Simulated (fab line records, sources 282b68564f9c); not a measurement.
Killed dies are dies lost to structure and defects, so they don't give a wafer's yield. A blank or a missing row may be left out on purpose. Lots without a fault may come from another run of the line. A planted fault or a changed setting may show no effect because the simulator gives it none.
fab line records | flow rit_cmos
record lots=5 wafers=15 last_day=6
route steps=202 shown PLDD@116 SPACER@125 NSD@131 PSD@142 SDANNEAL@153 SILICIDE@161 M1@202
lots that met no fault: from a run of the same line without faults
start_h: hours from the record's first day to the start of the lot's first wafer shown | wait_h: hours since the lot's step before | " the same as in the row above | L1.1+2: a row that stands for several wafers | - no value, or no start given | * or withheld: withheld | < > ~ a bound
route shown NAME@n: a module of which the file shows steps, and the number in the route of the first | usual: mean/standard deviation of fault-free wafers | same: alike in all rows | chamber/n: place in a boat | sites: the reading at each site | _std_site: their standard deviation | _edge_site: outer sites' mean less inner sites' | radius_mm: how far each site lies from the wafer's centre | mask NAME#n: copy n | behind: the tool/chamber that last shaped the wafer | hold: why the lot was held/for how many hours/how that ended | device: the transistor (n, p or np) that didn't switch | end of line: the same wafers' tests at the end of the route | a step without rows: its recipe alone | killed: dies lost to structure and defects at the first sort, not the wafer's yield | map: a wafer's dies, x killed, . not, _ none there
set.NAME: the setting as run; set.NAME@STEP: as run at that earlier step | model.NAME: the simulator's own value behind a step, which no gauge read
lots at some steps of the route; a table a step, a row a wafer
services: from which hour (start_h, from the record's first day; less than 0 if before it) a tool's chamber was out of use, for how many hours, and why
## steps
# step RIT_PLDD_SOFTBAKE_02
# recipe resist=NOVOLAK temp_c=90 time_s=60
# step RIT_PLDD_EXPOSE_03
# recipe mask_id=M8 na=0.57 target_cd_nm=40900 dose_mj=250
# step RIT_PLDD_PEB_04
# recipe resist=NOVOLAK temp_c=withheld time_s=withheld
# step RIT_PLDD_DEVELOP_05
# recipe resist=NOVOLAK develop_time_s=50 dev_temp_c=23
# step RIT_PLDD_OVL_MEAS_06
# usual PLDD_OVL=0.3/1.2
# columns lot.wafer tool chamber start_h wait_h PLDD_OVL[nm]
L342.2 overlay-02 - 53.86 - -1.1
L342.3 " - " " 0.3
L342.5 " - " " 1.0
L343.1 overlay-02 - 57.46 - 1.9
L343.4 " - " " 2.0
L343.6 " - " " 0.6
L346.3 overlay-01 - 72.31 - 0.7
L346.5 " - " " 2.0
L346.6 " - " " 0.1
L356.1 overlay-02 - 119.46 - 0.8
L356.5 " - " " 0.7
L356.6 " - " " -0.2
L357.1 overlay-02 - 127.06 - 1.2
L357.2 " - " " 0.0
L357.4 " - " " 1.6
# step RIT_PLDD_HARDBAKE_07
# recipe resist=NOVOLAK temp_c=140 time_s=60
# step RIT_PLDD_IMPLANT_08
# recipe species=BF2 energy_kev=20 dose_cm2=9e+14 tilt_deg=7
# step RIT_PLDD_STRIP_09
# recipe chemistry=O2 time_s=180 resist=NOVOLAK platen_temp_c=withheld power_w=500 pressure_mtorr=4000 o2_flow_sccm=4000
# usual drypump_motor_current_A=5.8/0.52
# columns lot.wafer tool chamber start_h wait_h drypump_motor_current_A rf_hours_counter_h
L342.2 plasma_asher-01 0 54.19 0.1 5.1 42
L342.3 " 1 " " 6.3 -
L342.5 " 0 " " 5.1 -
L343.1 plasma_asher-01 0 58.07 0.1 5.0 42
L343.4 " 0 " " 5.0 -
L343.6 " 0 " " 5.0 -
L346.3 plasma_asher-02 0 72.69 0.1 6.3 -
L346.5 " 0 " " 6.3 -
L346.6 " 1 " " 5.9 -
L356.1 plasma_asher-01 0 119.80 0.1 5.1 49
L356.5 " 0 " " 5.1 -
L356.6 " 1 " " 6.2 -
L357.1 plasma_asher-01 1 127.40 0.1 6.3 50
L357.2 " 0 " " 5.0 50
L357.4 " 0 " " 5.0 -
# step RIT_PLDD_TW_MEAS_10
# usual PLDD_TW=2361/18
# columns lot.wafer tool chamber start_h wait_h PLDD_TW
L342.2 film_metro-03 - 54.38 0.1 2374
L342.3 " - " " 2376
L342.5 " - " " 2379
L343.1 film_metro-03 - 58.25 0.1 2360
L343.4 " - " " 2367
L343.6 " - " " 2378
L346.3 film_metro-01 - 72.82 0.1 2347
L346.5 " - " " 2352
L346.6 " - " " 2346
L356.1 film_metro-03 - 119.97 0.1 2400
L356.5 " - " " 2374
L356.6 " - " " 2375
L357.1 film_metro-04 - 127.57 0.1 2368
L357.2 " - " " 2366
L357.4 " - " " 2391
# step RIT_SPACER_CLEAN_00
# recipe chemistry=SC1 mix=3:3:50 time_s=600 temp_c=75
# step RIT_SPACER_CLEAN_01
# recipe chemistry=dHF dilution=50:1 time_s=30
# step RIT_SPACER_CLEAN_02
# recipe chemistry=SC2 mix=3:3:50 time_s=600 temp_c=75 dry=n2_spin
# step RIT_SPACER_CVD_03
# recipe material=Si3N4 target_thk_nm=250 temp_c=810 precursor=SiH2Cl2/NH3 time_s=3300 pressure_mtorr=300 sih2cl2_flow_sccm=60 nh3_flow_sccm=150
# usual pressure_mtorr=300.0/0.65 sih2cl2_flow_sccm=60.04/0.17
# columns lot.wafer tool chamber start_h wait_h pressure_mtorr sih2cl2_flow_sccm model.Si3N4_of_SPACER_CVD_03.thk_nm
L342.2 lpcvd-01 1 54.80 0.0 299.7 60.03 245
L342.3 " 1 " " 300.0 59.88 246.3
L342.5 " 1 " " 300.2 59.85 244.4
L343.1 lpcvd-02 0 59.11 0.4 300.9 59.99 247.2
L343.4 " 0 " " 300.2 60.00 248.5
L343.6 " 0 " " 299.0 59.79 248
L346.3 lpcvd-01 1 73.25 0.0 300.9 90.16 284.6
L346.5 " 1 " " 300.1 90.15 286.8
L346.6 " 1 " " 300.9 90.53 285.3
L356.1 lpcvd-02 1 120.45 0.0 299.7 59.91 254.1
L356.5 " 1 " " 299.4 60.22 251.2
L356.6 " 1 " " 299.9 60.16 250.3
L357.1 lpcvd-02 0 129.17 1.1 299.9 59.84 252.4
L357.2 " 0 " " 300.1 60.04 253.1
L357.4 " 0 " " 300.1 60.20 252.2
# step RIT_SPACER_THK_MEAS_04
# recipe reads=Si3N4_of_SPACER_CVD_03
# usual SPACER_NITRIDE_THK=248.8/2.2
# columns lot.wafer tool chamber start_h wait_h SPACER_NITRIDE_THK[nm]
L342.2 film_metro-04 - 56.72 0.0 244.9
L342.3 " - " " 246.2
L342.5 " - " " 244.4
L343.1 film_metro-04 - 61.02 0.0 247.1
L343.4 " - " " 248.5
L343.6 " - " " 248.3
L346.3 film_metro-01 - 75.19 0.0 284.6
L346.5 " - " " 286.7
L346.6 " - " " 285.4
L356.1 film_metro-04 - 122.36 0.0 254.1
L356.5 " - " " 251.3
L356.6 " - " " 250.3
L357.1 film_metro-04 - 131.09 0.0 252.3
L357.2 " - " " 252.9
L357.4 " - " " 252.0
# step RIT_SPACER_ETCHBACK_05
# recipe target_depth_a=2500 SF6_flow_sccm=30 CHF3_flow_sccm=30 target=Si3N4 chemistry=SF6/CHF3 pressure_mtorr=40 rf_w=250 time_s=240 stop_on=SiO2
# usual drypump_motor_current_A=5.9/0.49 oes_product_au=0.845/0.012 throttle_valve_pct=10.27/0.15
# columns lot.wafer tool chamber start_h wait_h drypump_motor_current_A oes_product_au rf_hours_counter_h throttle_valve_pct model.etch.depth_nm
L342.2 rie_diel-04 1 56.77 0.0 5.1 0.846 127 9.99 245
L342.3 " 0 " " 5.7 0.830 24 10.36 246.3
L342.5 " 0 " " 5.7 0.848 - 10.35 244.4
L343.1 rie_diel-01 3 61.08 0.1 5.8 0.842 7 10.37 247.2
L343.4 " 3 " " 5.8 0.861 - 10.39 248.5
L343.6 " 2 " " 6.5 0.840 - 10.19 248
L346.3 rie_diel-03 2 75.23 0.0 6.6 0.940 10 10.54 284.6
L346.5 " 0 " " 6.0 0.902 - 10.04 286.8
L346.6 " 1 " " 6.3 0.933 - 10.26 285.3
L356.1 rie_diel-04 3 122.42 0.1 5.8 0.852 1 10.34 254.1
L356.5 " 2 " " 6.2 0.845 - 10.41 251.2
L356.6 " 1 " " 5.1 0.863 - 10.00 250.3
L357.1 rie_diel-03 0 131.15 0.1 6.0 0.823 132 10.04 252.4
L357.2 " 3 " " 5.8 0.857 0 10.31 253.1
L357.4 " 2 " " 6.5 0.857 11 10.50 252.2
# step RIT_NSD_HMDS_00
# recipe prime_time_s=60 prime_temp_c=140
# step RIT_NSD_COAT_01
# recipe resist=NOVOLAK spin_rpm=3250 resist_thk_nm=1000
# step RIT_NSD_SOFTBAKE_02
# recipe resist=NOVOLAK temp_c=90 time_s=60
# step RIT_NSD_EXPOSE_03
# recipe mask_id=M9 na=0.57 target_cd_nm=40700 dose_mj=250
# step RIT_NSD_PEB_04
# recipe resist=NOVOLAK temp_c=withheld time_s=withheld
# step RIT_NSD_DEVELOP_05
# recipe resist=NOVOLAK develop_time_s=50 dev_temp_c=23
# step RIT_NSD_OVL_MEAS_06
# usual NSD_OVL=0.1/1.6
# columns lot.wafer tool chamber start_h wait_h NSD_OVL[nm]
L342.2 overlay-02 - 57.78 - 0.3
L342.3 " - " " 1.0
L342.5 " - " " -1.1
L343.1 overlay-02 - 62.21 - -2.2
L343.4 " - " " -1.6
L343.6 " - " " -1.9
L346.3 overlay-01 - 76.43 - -2.7
L346.5 " - " " -2.3
L346.6 " - " " -3.2
L356.1 overlay-01 - 123.60 - 1.5
L356.5 " - " " 0.6
L356.6 " - " " -0.6
L357.1 overlay-02 - 132.27 - -1.7
L357.2 " - " " -1.3
L357.4 " - " " -0.9
# step RIT_NSD_HARDBAKE_07
# recipe resist=NOVOLAK temp_c=140 time_s=60
# step RIT_NSD_IMPLANT_08
# recipe species=P energy_kev=25 dose_cm2=1e+15 tilt_deg=7
# step RIT_NSD_STRIP_09
# recipe chemistry=O2 time_s=180 resist=NOVOLAK platen_temp_c=withheld power_w=500 pressure_mtorr=4000 o2_flow_sccm=4000
# usual drypump_motor_current_A=5.9/0.41
# columns lot.wafer tool chamber start_h wait_h drypump_motor_current_A rf_hours_counter_h
L342.2 plasma_asher-02 0 58.22 0.1 6.3 42
L342.3 " 0 " " 6.3 -
L342.5 " 1 " " 5.9 -
L343.1 plasma_asher-01 0 62.54 0.1 5.0 43
L343.4 " 0 " " 5.1 -
L343.6 " 0 " " 5.0 -
L346.3 plasma_asher-03 1 76.81 0.1 5.8 -
L346.5 " 1 " " 5.8 -
L346.6 " 0 " " 5.9 -
L356.1 plasma_asher-01 1 123.93 0.1 6.3 50
L356.5 " 1 " " 6.2 -
L356.6 " 0 " " 5.0 -
L357.1 plasma_asher-03 1 132.61 0.1 5.8 34
L357.2 " 0 " " 5.9 34
L357.4 " 0 " " 5.9 -
# step RIT_NSD_TW_MEAS_10
# usual NSD_TW=3134/21
# columns lot.wafer tool chamber start_h wait_h NSD_TW
L342.2 film_metro-03 - 58.41 0.1 3163
L342.3 " - " " 3147
L342.5 " - " " 3179
L343.1 film_metro-04 - 62.72 0.1 3122
L343.4 " - " " 3123
L343.6 " - " " 3132
L346.3 film_metro-04 - 76.95 0.1 3120
L346.5 " - " " 3126
L346.6 " - " " 3130
L356.1 film_metro-03 - 124.11 0.1 3156
L356.5 " - " " 3148
L356.6 " - " " 3147
L357.1 film_metro-04 - 132.78 0.1 3144
L357.2 " - " " 3136
L357.4 " - " " 3144
# step RIT_PSD_HMDS_00
# recipe prime_time_s=60 prime_temp_c=140
# step RIT_PSD_COAT_01
# recipe resist=NOVOLAK spin_rpm=3250 resist_thk_nm=1000
# step RIT_PSD_SOFTBAKE_02
# recipe resist=NOVOLAK temp_c=90 time_s=60
# step RIT_PSD_EXPOSE_03
# recipe mask_id=M10 na=0.57 target_cd_nm=40900 dose_mj=250
# step RIT_PSD_PEB_04
# recipe resist=NOVOLAK temp_c=withheld time_s=withheld
# step RIT_PSD_DEVELOP_05
# recipe resist=NOVOLAK develop_time_s=50 dev_temp_c=23
# step RIT_PSD_OVL_MEAS_06
# usual PSD_OVL=-0.5/1.4
# columns lot.wafer tool chamber start_h wait_h PSD_OVL[nm]
L342.2 overlay-01 - 59.31 - -0.9
L342.3 " - " " -3.0
L342.5 " - " " -2.1
L343.1 overlay-02 - 63.75 - 1.0
L343.4 " - " " -0.1
L343.6 " - " " 1.7
L346.3 overlay-02 - 77.85 - 1.1
L346.5 " - " " -1.2
L346.6 " - " " -0.6
L356.1 overlay-02 - 125.14 - -0.2
L356.5 " - " " 2.2
L356.6 " - " " 0.6
L357.1 overlay-02 - 133.69 - 0.2
L357.2 " - " " 0.3
L357.4 " - " " -0.5
# step RIT_PSD_HARDBAKE_07
# recipe resist=NOVOLAK temp_c=140 time_s=60
# step RIT_PSD_IMPLANT_08
# recipe species=BF2 energy_kev=27 dose_cm2=5e+15 tilt_deg=7
# step RIT_PSD_STRIP_09
# recipe chemistry=O2 time_s=180 resist=NOVOLAK platen_temp_c=withheld power_w=500 pressure_mtorr=4000 o2_flow_sccm=4000
# usual drypump_motor_current_A=5.8/0.33
# columns lot.wafer tool chamber start_h wait_h drypump_motor_current_A rf_hours_counter_h
L342.2 plasma_asher-03 1 59.64 0.1 5.8 26
L342.3 " 0 " " 5.9 -
L342.5 " 0 " " 5.9 -
L343.1 plasma_asher-01 1 64.22 0.1 6.3 43
L343.4 " 0 " " 5.1 -
L343.6 " 1 " " 6.3 -
L346.3 plasma_asher-04 1 78.23 0.1 5.5 -
L346.5 " 1 " " 5.5 -
L346.6 " 0 " " 6.2 -
L356.1 plasma_asher-04 0 125.48 0.1 6.2 1
L356.5 " 1 " " 5.5 -
L356.6 " 0 " " 6.2 -
L357.1 plasma_asher-03 1 134.03 0.1 5.8 34
L357.2 " 0 " " 6.0 34
L357.4 " 0 " " 5.9 -
# step RIT_PSD_TW_MEAS_10
# usual PSD_TW=3440/28
# columns lot.wafer tool chamber start_h wait_h PSD_TW
L342.2 film_metro-04 - 59.83 0.1 3436
L342.3 " - " " 3433
L342.5 " - " " 3431
L343.1 film_metro-04 - 64.40 0.1 3446
L343.4 " - " " 3426
L343.6 " - " " 3434
L346.3 film_metro-03 - 78.37 0.1 3454
L346.5 " - " " 3464
L346.6 " - " " 3453
L356.1 film_metro-03 - 125.66 0.1 3477
L356.5 " - " " 3476
L356.6 " - " " 3467
L357.1 film_metro-03 - 134.20 0.1 3481
L357.2 " - " " 3464
L357.4 " - " " 3475
# step RIT_SDANNEAL_CLEAN_00
# recipe chemistry=SC1 mix=3:3:50 time_s=600 temp_c=75
# step RIT_SDANNEAL_CLEAN_01
# recipe chemistry=dHF dilution=50:1 time_s=30
# step RIT_SDANNEAL_CLEAN_02
# recipe chemistry=SC2 mix=3:3:50 time_s=600 temp_c=75 dry=n2_spin
# step RIT_SDANNEAL_RTA_03
# recipe temp_c=1050 time_s=5 idle_temp_c=600 ramp_up_c_per_s=342 ramp_down_c_per_s=171 cool_to_c=600 ambient=N2
# usual wafer_temp_C_max=1053.5/1.1
# columns lot.wafer tool chamber start_h wait_h wafer_temp_C_max
L342.2 rtp_anneal-02 0 60.26 0.0 1053.3
L342.3 " 0 " " 1055.1
L342.5 " 0 " " 1052.2
L343.1 rtp_anneal-01 0 64.84 0.0 1053.6
L343.4 " 0 " " 1053.9
L343.6 " 0 " " 1055.6
L346.3 rtp_anneal-02 0 78.83 0.0 1053.5
L346.5 " 0 " " 1056.4
L346.6 " 0 " " 1054.3
L356.1 rtp_anneal-02 0 126.10 0.0 1055.6
L356.5 " 0 " " 1052.7
L356.6 " 0 " " 1054.0
L357.1 rtp_anneal-01 0 134.63 0.0 1055.1
L357.2 " 0 " " 1053.6
L357.4 " 0 " " 1052.5
# step RIT_SDANNEAL_RS_MEAS_04
# recipe thk_meas_gauge=four-point-probe
# usual PSD_RS=115.82/0.29
# columns lot.wafer tool chamber start_h wait_h PSD_RS[ohm/sq]
L342.2 film_metro-01 - 60.32 0.1 116.17
L342.3 " - " " 115.99
L342.5 " - " " 116.00
L343.1 film_metro-04 - 64.90 0.0 116.14
L343.4 " - " " 116.23
L343.6 " - " " 115.59
L346.3 film_metro-01 - 78.91 0.1 115.71
L346.5 " - " " 116.07
L346.6 " - " " 115.67
L356.1 film_metro-03 - 126.16 0.0 115.38
L356.5 " - " " 115.96
L356.6 " - " " 116.03
L357.1 film_metro-03 - 134.69 0.0 115.93
L357.2 " - " " 115.76
L357.4 " - " " 115.79
# step RIT_SILICIDE_WET_ETCH_00
# recipe chemistry=BOE target=SiO2 target_depth_nm=14 time_s=15 dry=n2_spin dilution=10:1 temp_c=21.5
# columns lot.wafer tool chamber start_h wait_h model.Si3N4_of_SPACER_CVD_03.thk_nm
L342.2 wet_bench-04 3 60.78 0.1 192.6
L342.3 " 3 " " 191.2
L342.5 " 3 " " 190.1
L343.1 wet_bench-04 0 65.38 0.1 192.6
L343.4 " 0 " " 193.6
L343.6 " 0 " " 194.3
L346.3 wet_bench-02 2 79.35 0.1 222.1
L346.5 " 2 " " 223.1
L346.6 " 2 " " 223
L356.1 wet_bench-02 1 126.64 0.1 198
L356.5 " 1 " " 195
L356.6 " 1 " " 195.7
L357.1 wet_bench-01 0 135.17 0.1 196.2
L357.2 " 0 " " 198.6
L357.4 " 0 " " 197.2
# step RIT_M1_PROBE_99
# usual killed_at_contacts=0.1/0.24 killed_at_front_end=7/3.2 killed_dies=7/3.2 killed_open=3.6/2.1 killed_short=3.5/2
# same gross_dies=264 killed_at_M0_to_M3=0 killed_at_M4_up=0 killed_at_back_side=0 killed_at_other=0
# columns lot.wafer tool chamber start_h wait_h killed_at_contacts killed_at_front_end killed_dies killed_open killed_short model.etest.pplus_sal.width_nm model.etest.nplus_sal.width_nm model.etest.nmos_0p15.r_on_ohm_um model.etest.nwell_pinched.rs_ohm_sq model.etest.pwell_pinched.rs_ohm_sq model.etest.contact_nplus.end_ohm_um model.etest.field_p_metal.vt_v model.etest.diode_nplus_comb.leak_log10_a_cm2
L342.2 prober-01 - 67.78 0.1 0 13 13 6 7 3431 3443 1125 332.3 460.2 41.75 -30.19 -5.342
L342.3 prober-01 - 67.83 0.2 0 9 9 4 5 3466 3470 1194 343.8 471.9 41.54 -29.68 -5.114
L342.5 prober-01 - 67.93 0.2 0 8 8 6 2 3480 3473 1190 344 465.4 42.19 -30.22 -4.95
L343.1 prober-02 - 72.42 0.1 0 12 12 5 7 3464 3474 1164 335.7 458.4 41.63 -29.09 -5.097
L343.4 prober-02 - 72.57 0.2 0 8 8 5 3 3461 3463 1183 337.6 462.7 43.05 -29.83 -5.49
L343.6 prober-02 - 72.67 0.2 0 6 6 4 2 3436 3443 1143 334.2 453.3 40.55 -29.64 -5.145
L346.3 prober-01 - 86.39 0.2 0 10 10 4 6 3381 3355 1094 317 439.3 38.67 -30.7 -5.466
L346.5 prober-01 - 86.49 0.2 0 3 3 1 2 3362 3375 1106 317.7 439.5 38.08 -30.45 -5.69
L346.6 prober-01 - 86.54 0.2 0 7 7 2 4 3361 3367 1071 315.1 440.4 37.37 -30.98 -5.485
L356.1 prober-01 - 133.79 0.1 0 4 4 1 3 3450 3452 1137 337.2 457 41.77 -29.56 -5.216
L356.5 prober-01 - 133.99 0.2 0 11 11 8 3 3444 3456 1159 340.9 457.2 42.23 -29.53 -4.978
L356.6 prober-01 - 134.04 0.2 0 12 12 4 8 3454 3454 1129 337.7 448.8 42.28 -30.68 -5.322
L357.1 prober-02 - 142.41 0.1 0 4 4 1 3 3446 3445 1116 340.2 454.1 42.6 -28.46 -4.99
L357.2 prober-02 - 142.46 0.1 0 5 5 4 1 3410 3423 1090 337.5 446.9 41.72 -28.76 -5.256
L357.4 prober-02 - 142.56 0.2 1 9 10 6 4 3452 3450 1082 338.6 454.1 42.5 -29.31 -5.245
# killed by level:class
L342.2 FOX2:geometric_particle:short=2 GATE:geometric_particle:short=2 GATE:geometric_particle:open=2 SPACER:geometric_particle:short=2 SPACER:geometric_particle:open=2 FOX2:geometric_particle:open=1 SILICIDE:geometric_particle:open=1 SILICIDE:geometric_particle:short=1
L342.3 GATE:geometric_particle:short=3 REOX:geometric_particle:open=2 FOX2:geometric_particle:short=1 FOX2:geometric_particle:open=1 GATE:geometric_particle:open=1 SPACER:geometric_particle:short=1
L342.5 GATE:geometric_particle:open=3 SPACER:geometric_particle:open=2 FOX1:geometric_particle:short=1 FOX2:geometric_particle:open=1 GATE:geometric_particle:short=1
L343.1 SILICIDE:geometric_particle:open=3 FOX1:geometric_particle:short=2 FOX2:geometric_particle:short=2 GATE:geometric_particle:short=2 GATE:geometric_particle:open=1 REOX:geometric_particle:short=1 REOX:geometric_particle:open=1
L343.4 GATE:geometric_particle:short=2 GATE:geometric_particle:open=2 SPACER:geometric_particle:open=2 REOX:geometric_particle:short=1 REOX:geometric_particle:open=1
L343.6 FOX2:geometric_particle:open=2 SPACER:geometric_particle:short=2 GATE:geometric_particle:open=1 SPACER:geometric_particle:open=1
L346.3 GATE:geometric_particle:short=4 GATE:geometric_particle:open=2 FOX1:geometric_particle:open=1 REOX:geometric_particle:short=1 SPACER:geometric_particle:short=1 SPACER:geometric_particle:open=1
L346.5 GATE:geometric_particle:short=2 FOX1:geometric_particle:open=1
L346.6 GATE:geometric_particle:open=2 FOX2:geometric_particle:short=1 GATE:geometric_particle:short=1 REOX:geometric_particle:short=1 SPACER:geometric_particle:short=1 SPACER:area_etchback=1
L356.1 SPACER:geometric_particle:short=2 FOX2:geometric_particle:short=1 SPACER:geometric_particle:open=1
L356.5 FOX2:geometric_particle:open=4 GATE:geometric_particle:open=3 FOX1:geometric_particle:short=1 FOX2:geometric_particle:short=1 GATE:geometric_particle:short=1 SILICIDE:geometric_particle:open=1
L356.6 GATE:geometric_particle:open=4 SILICIDE:geometric_particle:short=3 FOX2:geometric_particle:short=2 FOX1:geometric_particle:short=1 GATE:geometric_particle:short=1 REOX:geometric_particle:short=1
L357.1 SPACER:geometric_particle:short=2 GATE:geometric_particle:short=1 GATE:geometric_particle:open=1
L357.2 GATE:geometric_particle:open=3 FOX2:geometric_particle:open=1 SILICIDE:geometric_particle:short=1
L357.4 GATE:geometric_particle:open=4 GATE:geometric_particle:short=1 REOX:geometric_particle:open=1 SPACER:geometric_particle:open=1 SPACER:geometric_particle:short=1 SILICIDE:geometric_particle:short=1 CONTACT:geometric_particle:short=1
## services
# columns tool chamber start_h hours kind
plasma_asher-02 - 33.44 0.7 repair
rie_diel-04 2 55.60 5.4 repair
rie_diel-04 3 62.73 - clean
rie_diel-04 3 62.73 14.3 scheduled_down
rie_diel-04 3 62.73 14.3 vent_cycle
wet_bench-02 - 69.78 1.2 repair
lpcvd-01 - 91.45 0.5 repair
rie_diel-03 3 97.30 - clean
rie_diel-03 3 97.30 18.0 scheduled_down
rie_diel-03 3 97.30 18.0 vent_cycle
plasma_asher-04 - 108.75 9.0 pm
plasma_asher-04 0 108.75 9.0 vent_cycle
plasma_asher-04 1 108.75 9.0 vent_cycle
plasma_asher-03 - 109.64 4.5 repair
rie_diel-03 - 115.02 1.0 repair
plasma_asher-04 0 117.75 - clean
plasma_asher-04 1 117.75 - clean
## key
first_sign step=RIT_SPACER_CVD_03 reading=sih2cl2_flow_sccm direction=up sigmas=99+ usual=60.04 struck=90.28
effect step=RIT_SPACER_THK_MEAS_04 reading=SPACER_NITRIDE_THK direction=up sigmas=17 usual=248.8 struck=285.6
effect step=RIT_SPACER_ETCHBACK_05 reading=oes_product_au direction=up sigmas=6.4 usual=0.845 struck=0.925
model_effect step=RIT_SPACER_CVD_03 value=Si3N4_of_SPACER_CVD_03.thk_nm without=249.9 struck=285.6
model_effect step=RIT_SPACER_ETCHBACK_05 value=etch.depth_nm without=249.9 struck=285.6
model_effect step=RIT_SILICIDE_WET_ETCH_00 value=Si3N4_of_SPACER_CVD_03.thk_nm without=194.7 struck=222.7
model_effect step=RIT_M1_PROBE_99 value=etest.pplus_sal.width_nm without=3440 struck=3368
met_at RIT_SPACER_CVD_03
struck_wafers L346.3,L346.5,L346.6
tester_left_out L346
onset_between 54.80 73.25
fault kind=process_parameter_drift tool=lpcvd-01 chamber=1 onset_h=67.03 steps=RIT_SPACER_CVD_03 channel=sih2cl2_flow_sccm offset=30 shape=step end_h=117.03 acts_in=these_recipes_only stated=60
# tester_left_out: of these lots the tester's yield and bins aren't shown, on N5 and GAA mostly nor the transistor test; their killed dies are dies lost to structure and defects alone, not to doping, threshold or leakage, so they don't give the yield
